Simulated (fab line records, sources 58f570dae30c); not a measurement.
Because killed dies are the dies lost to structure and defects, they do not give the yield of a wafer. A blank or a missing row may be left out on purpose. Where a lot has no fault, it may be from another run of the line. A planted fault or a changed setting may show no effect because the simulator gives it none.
Which tool was responsible? -- flow berkeley_cmos170 -- 42 wafers from 14 lots sampled at 5 of the route's 331 steps

== WHAT THE GAUGES SHOWED, per wafer ==
UCB170_SPACER_THK_MEAS_01.
lot,measured,on,SPACER_TEOS_THK (nm)
L708,day 7 17:16,film_metro-02,376 369 374
L709,day 7 17:16,film_metro-04,381 384 384
L710,day 8 00:20,film_metro-04,379 384 383
L715,day 8 12:27,film_metro-04,376 321 325
L716,day 9 13:38,film_metro-04,374 315 381
L720,day 10 01:15,film_metro-03,371 382 379
L721,day 10 01:49,film_metro-03,380 370 384
L727,day 10 15:25,film_metro-03,375 369 378
L728,day 10 16:21,film_metro-04,380 381 380
L725,day 11 05:28,film_metro-03,383 381 388
L724,day 11 05:44,film_metro-04,367 368 370
L729,day 11 13:14,film_metro-04,373 381 380
L730,day 11 13:26,film_metro-03,377 386 391
L731,day 11 21:34,film_metro-02,381 373 380

UCB170_V2_THK_MEAS_01.
lot,measured,on,V2_TEOS_THK (nm)
L708,day 9 04:07,film_metro-03,1939 1950 1964
L709,day 9 02:51,film_metro-04,2002 2008 2051
L710,day 9 09:45,film_metro-01,2029 2031 2034
L715,day 9 22:34,film_metro-04,2006 1973 1970
L716,day 10 15:24,film_metro-04,1967 1978 1994
L720,day 11 09:23,film_metro-04,1960 1988 1998
L721,day 11 09:41,film_metro-01,1984 2022 2028
L727,day 12 04:11,film_metro-04,1976 1957 1994
L728,day 11 21:35,film_metro-03,1990 1992 2021
L725,day 12 08:57,film_metro-03,1975 1996 2004
L724,day 12 10:10,film_metro-01,1970 1982 1972
L729,day 12 16:35,film_metro-04,1944 1985 1962
L730,day 12 21:56,film_metro-03,1995 1999 2030
L731,day 12 23:11,film_metro-03,2021 2010 2026

== WHICH TOOL RAN EACH LOT (tool, then ch and the chambers of the sampled wafers, then the start) ==
lot,UCB170_SPACER_CVD_00,UCB170_SPACER_ETCHBACK_03,UCB170_M2_ETCH_17
L708,"pecvd-01 ch 0,1, day 7 17:13","rie_diel-01 ch 1,2,3, day 8 00:11","rie_diel-01 ch 1,2,3, day 9 03:30"
L709,"pecvd-03 ch 0,1,2, day 7 17:13","rie_diel-04 ch 0,3, day 8 00:07","rie_diel-04 ch 0,3, day 9 02:03"
L710,"pecvd-01 ch 1,2, day 8 00:16","rie_diel-01 ch 1,2, day 8 05:09","rie_diel-01 ch 0,2,3, day 9 09:08"
L715,"pecvd-01 ch 0,1, day 8 12:23","rie_diel-04 ch 1,2,3, day 8 18:01","rie_diel-04 ch 0,2,3, day 9 21:58"
L716,"pecvd-01 ch 0,2, day 9 13:35","rie_diel-01 ch 1,2,3, day 9 18:14","rie_diel-02 ch 1,2,3, day 10 14:48"
L720,"pecvd-02 ch 0,2, day 10 01:13","rie_diel-02 ch 0,2, day 10 02:51","rie_diel-02 ch 0,3, day 11 08:43"
L721,"pecvd-03 ch 0,1,2, day 10 01:47","rie_diel-01 ch 1,2,3, day 10 08:27","rie_diel-04 ch 0,2, day 11 09:00"
L727,"pecvd-02 ch 0,1, day 10 15:22","rie_diel-04 ch 0,1,2, day 10 21:34","rie_diel-01 ch 0,1,2, day 12 03:32"
L728,"pecvd-03 ch 1,2, day 10 16:17","rie_diel-01 ch 1,2,3, day 10 21:34","rie_diel-04 ch 0,1,2, day 11 20:59"
L725,"pecvd-03 ch 1,2, day 11 05:25","rie_diel-02 ch 2,3, day 11 11:13","rie_diel-04 ch 0,1, day 12 08:20"
L724,"pecvd-02 ch 0,1,2, day 11 05:42","rie_diel-04 ch 1,2,3, day 11 11:13","rie_diel-02 ch 0,1,3, day 12 09:34"
L729,"pecvd-02 ch 1,2, day 11 13:12","rie_diel-02 ch 0,1, day 11 18:28","rie_diel-04 ch 1,2, day 12 15:58"
L730,"pecvd-03 ch 1,2, day 11 13:23","rie_diel-01 ch 0,1, day 11 18:28","rie_diel-01 ch 0,2,3, day 12 21:19"
L731,"pecvd-01 ch 0,2, day 11 21:31","rie_diel-01 ch 0,3, day 12 02:25","rie_diel-01 ch 0,2, day 12 22:34"
- UCB170_SPACER_CVD_00: deposits SiO2 from TEOS/O2, target thk 376 nm, time 47 s.
- UCB170_SPACER_ETCHBACK_03: etches SiO2 in CHF3/CF4/Ar, stops on Si, target depth 376 nm, time 100 s.
- UCB170_M2_ETCH_17: etches BARC in N2/H2.

== AS READ BY THE TOOLS THEMSELVES (means over the sampled wafers that have a number; for cases with no such wafer, the mark the record gives instead) ==
UCB170_SPACER_CVD_00.
lot,tool,heater_power_w (W)
L708,pecvd-01,249
L709,pecvd-03,275
L710,pecvd-01,230
L715,pecvd-01,244
L716,pecvd-01,244
L720,pecvd-02,294
L721,pecvd-03,275
L727,pecvd-02,368
L728,pecvd-03,270
L725,pecvd-03,248
L724,pecvd-02,314
L729,pecvd-02,292
L730,pecvd-03,295
L731,pecvd-01,250

UCB170_SPACER_ETCHBACK_03.
lot,tool,drypump_motor_current_A (A),oes_product_au (a.u.),throttle_valve_pct (%)
L708,rie_diel-01,5.8,0.899,6.52
L709,rie_diel-04,5.7,0.916,6.64
L710,rie_diel-01,6.0,0.903,6.47
L715,rie_diel-04,5.7,0.831,6.46
L716,rie_diel-01,5.7,0.868,6.53
L720,rie_diel-02,6.0,0.905,6.32
L721,rie_diel-01,5.8,0.901,6.54
L727,rie_diel-04,5.7,0.889,6.50
L728,rie_diel-01,5.8,0.909,6.54
L725,rie_diel-02,6.2,0.915,6.34
L724,rie_diel-04,5.7,0.878,6.47
L729,rie_diel-02,5.2,0.908,6.46
L730,rie_diel-01,5.9,0.911,6.41
L731,rie_diel-01,5.3,0.903,6.49

UCB170_M2_ETCH_17.
lot,tool,drypump_motor_current_A (A),n2_flow_sccm (sccm),oes_product_au (a.u.),throttle_valve_pct (%)
L708,rie_diel-01,5.8,99.79,1.013,13.44
L709,rie_diel-04,5.7,99.99,0.994,13.54
L710,rie_diel-01,5.4,100.07,1.017,13.37
L715,rie_diel-04,5.5,100.27,0.971,13.33
L716,rie_diel-02,5.8,100.05,1.002,13.27
L720,rie_diel-02,5.7,99.91,1.011,13.12
L721,rie_diel-04,5.5,99.85,0.993,13.36
L727,rie_diel-01,5.5,100.05,1.035,13.33
L728,rie_diel-04,5.7,100.01,0.987,13.37
L725,rie_diel-04,5.9,100.12,1.003,13.58
L724,rie_diel-02,5.4,99.93,1.011,13.25
L729,rie_diel-04,5.9,99.92,0.979,13.37
L730,rie_diel-01,5.3,100.16,1.019,13.37
L731,rie_diel-01,5.0,100.11,1.036,13.41

== THE ANSWER, worked out from the rows above alone ==
Rule: the lots themselves supply what counts as usual. The widest of any qualifying gaps counts: lots, ordered by their means at a reading, are off when they make up no more than a third of the lots, leave a main group of 4 or more, and stand apart from it by 3 or more times the standard deviation of that group's means. Not used: any main group whose means are identical at the precision the tables above print for the reading. A lot without any number at a reading at which 4 lots or more have one is off too. Where the step has rows for the other lots, those lots are counted as sound. After the gauges, taken in route order, come the tools' own readings; for these a lot's mean is taken, as printed above. At the first step where some lot is off, the reading lying furthest off is the one used; lots without a number count as furthest.
None of the lots is off at any reading shown; this tells nothing.

== WHAT THE SIMULATOR PUT IN ==
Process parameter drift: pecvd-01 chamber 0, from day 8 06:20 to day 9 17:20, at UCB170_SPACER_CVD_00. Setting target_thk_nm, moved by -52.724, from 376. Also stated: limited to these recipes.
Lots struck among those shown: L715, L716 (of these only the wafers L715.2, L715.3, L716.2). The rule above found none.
